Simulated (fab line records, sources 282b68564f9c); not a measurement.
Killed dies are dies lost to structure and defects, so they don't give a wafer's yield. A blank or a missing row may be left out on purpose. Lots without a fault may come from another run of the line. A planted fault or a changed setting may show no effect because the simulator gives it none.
Split-lot experiment | flow rit_cmos | 5 lots, 23 wafers read, on a route of 202 steps

THE SPLIT
At RIT_SDANNEAL_RTA_03 (time 5 s), the setting time_s was moved away from the recipe's 5 s on 10 of the 23 wafers read, by -14.1% to +13.6%. The other wafers ran this setting at the recipe's value.

The file shows no step between the split and the reading.

THE READING
PSD_RS, in ohm/sq, at RIT_SDANNEAL_RS_MEAS_04 (measures by four-point-probe). Fault-free wafers of this fab line usually give 115.90 ohm/sq, standard deviation 0.26 ohm/sq.

wafer  | tool, chamber at the split | time_s as run, s | against the recipe | PSD_RS, ohm/sq | against lot-mates on the recipe
L076.2 | rtp_anneal-01, 0           | 5.632            | +12.6%             | 114.89         | -1.36
L076.3 | rtp_anneal-01, 0           | 5.632            | +12.6%             | 114.58         | -1.67
L076.4 | rtp_anneal-01, 0           | 5                | recipe             | 116.05         | -
L076.5 | rtp_anneal-01, 0           | 5.632            | +12.6%             | 114.27         | -1.98
L076.6 | rtp_anneal-01, 0           | 5                | recipe             | 116.44         | -
L082.1 | rtp_anneal-01, 0           | 5                | recipe             | 115.33         | -
L082.2 | rtp_anneal-01, 0           | 4.296            | -14.1%             | 116.15         | +1.03
L082.3 | rtp_anneal-01, 0           | 5                | recipe             | 114.24         | -
L082.4 | rtp_anneal-01, 0           | 5                | recipe             | 115.79         | -
L082.6 | rtp_anneal-01, 0           | 4.296            | -14.1%             | 116.12         | +1.00
L083.1 | rtp_anneal-02, 0           | 5.63             | +12.6%             | 114.36         | -1.73
L083.2 | rtp_anneal-02, 0           | 5.63             | +12.6%             | 114.16         | -1.93
L083.3 | rtp_anneal-02, 0           | 5                | recipe             | 116.13         | -
L083.4 | rtp_anneal-02, 0           | 5                | recipe             | 116.04         | -
L083.5 | rtp_anneal-02, 0           | 5.63             | +12.6%             | 114.14         | -1.95
L084.1 | rtp_anneal-01, 0           | 5                | recipe             | 115.85         | -
L084.2 | rtp_anneal-01, 0           | 5                | recipe             | 115.59         | -
L084.3 | rtp_anneal-01, 0           | 5                | recipe             | 115.92         | -
L085.2 | rtp_anneal-02, 0           | 5                | recipe             | 116.22         | -
L085.3 | rtp_anneal-02, 0           | 5.678            | +13.6%             | 114.07         | -2.22
L085.4 | rtp_anneal-02, 0           | 5                | recipe             | 116.20         | -
L085.5 | rtp_anneal-02, 0           | 5                | recipe             | 116.45         | -
L085.6 | rtp_anneal-02, 0           | 5.678            | +13.6%             | 114.10         | -2.19

THE FIT
A straight line over all 23 wafers: PSD_RS changes by -0.0869 ohm/sq for each +1% of time_s; r = -0.79; the points scatter about the line by 0.56 ohm/sq.
The same after taking each lot's own level away (the mean of its wafers on the recipe; 23 wafers): -0.122 ohm/sq for each +1%; r = -0.94; scatter 0.38 ohm/sq.
On that fit, the largest move of time_s shifts the reading by 1.7 ohm/sq.
The lots' own levels span 115.120 to 116.290 ohm/sq, that is 4.5 times the standard deviation above.
So the lot-to-lot level blurs the effect unless lot-mates are compared.
Check: with one of the wafers moved furthest among these (-14.1%) left out of the fit, the line predicts +1.72 ohm/sq for it against its lot-mates. It came out at +1.03 ohm/sq against them.

OTHER SPLITS ON THESE WAFERS
These wafers also went through other splits before the reading. Each is held against what the fit with the lots' levels taken away leaves over:
other split on the same wafers  | wafers away from the commonest value | r with PSD_RS (lot level and that fit taken away)
RIT_ACTIVE_CVD_03 nh3_flow_sccm | 18                                   | +0.07
RIT_FOX1_OXIDATION_00 ox_time_s | 18                                   | +0.10
RIT_NWELL_COAT_01 spin_rpm      | 5                                    | +0.10
RIT_NWELL_IMPLANT_08 dose_cm2   | 9                                    | +0.04
RIT_PWELL_IMPLANT_08 dose_cm2   | 7                                    | -0.04
RIT_PRETRO_SOFTBAKE_02 temp_c   | 6                                    | +0.26
RIT_GATE_CVD_08 time_s          | 18                                   | +0.19
RIT_PLDD_IMPLANT_08 energy_kev  | 4                                    | -0.13
RIT_PSD_IMPLANT_08 energy_kev   | 3                                    | -0.64

THE FILE'S OWN FIT
PSD_RS changes by -0.126 ohm/sq for each +1% of time_s, r = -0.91.
